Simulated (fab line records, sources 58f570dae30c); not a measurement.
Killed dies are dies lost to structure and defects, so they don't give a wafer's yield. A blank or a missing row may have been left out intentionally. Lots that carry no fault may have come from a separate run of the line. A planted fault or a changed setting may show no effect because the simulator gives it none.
Matching of chambers :: flow berkeley cmos170 :: 4 sister chambers for UCB170_GATE_ETCH_14 on rie diel-01
The step etches BARC in N2/H2. 4 wafers are shown with their chamber, then 8 later ones without.

## WAFERS PAIRED WITH THEIR CHAMBERS
wafer: L153.1
chamber: 2
throttle valve pct (%): 13.12

wafer: L155.2
chamber: 1
throttle valve pct (%): 13.24

wafer: L155.5
chamber: 3
throttle valve pct (%): 13.27

wafer: L157.1
chamber: 0
throttle valve pct (%): 13.16

## WAFERS WITHOUT THEIR CHAMBER
wafer: L157.2
throttle valve pct (%): 13.23

wafer: L157.3
throttle valve pct (%): 13.13

wafer: L162.2
throttle valve pct (%): 13.26

wafer: L162.4
throttle valve pct (%): 13.14

wafer: L162.5
throttle valve pct (%): 13.25

wafer: L161.2
throttle valve pct (%): 13.26

wafer: L161.3
throttle valve pct (%): 13.15

wafer: L161.4
throttle valve pct (%): 13.22

## CHAMBER TAKEN BY EACH
wafer: L157.2
from the rows above: 1
in truth: 1

wafer: L157.3
from the rows above: can't be placed: 2 or 0
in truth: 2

wafer: L162.2
from the rows above: can't be placed: 3 or 1
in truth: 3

wafer: L162.4
from the rows above: can't be placed: 0 or 2
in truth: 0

wafer: L162.5
from the rows above: can't be placed: 1 or 3
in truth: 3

wafer: L161.2
from the rows above: can't be placed: 3 or 1
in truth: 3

wafer: L161.3
from the rows above: can't be placed: 0 or 2
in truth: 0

wafer: L161.4
from the rows above: 1
in truth: 1
Placed correctly: 2 of 8. Unplaceable from these rows: 6, with the true chamber sitting among the candidates in 6. 0 placed wrongly.
How it was worked out, from the rows above alone: a wafer's distance from a chamber is the root of the sum, over the readings, of the square of ((its reading less the chamber's mean) divided by the reading's scatter). The wafer belongs to the nearest chamber; if the next one is less than 2 further off, it can't be placed. Each chamber's mean is taken over the wafers shown for it. The scatter: root of mean squared gap, hidden wafer to nearest shown wafer, with one shown wafer a chamber.
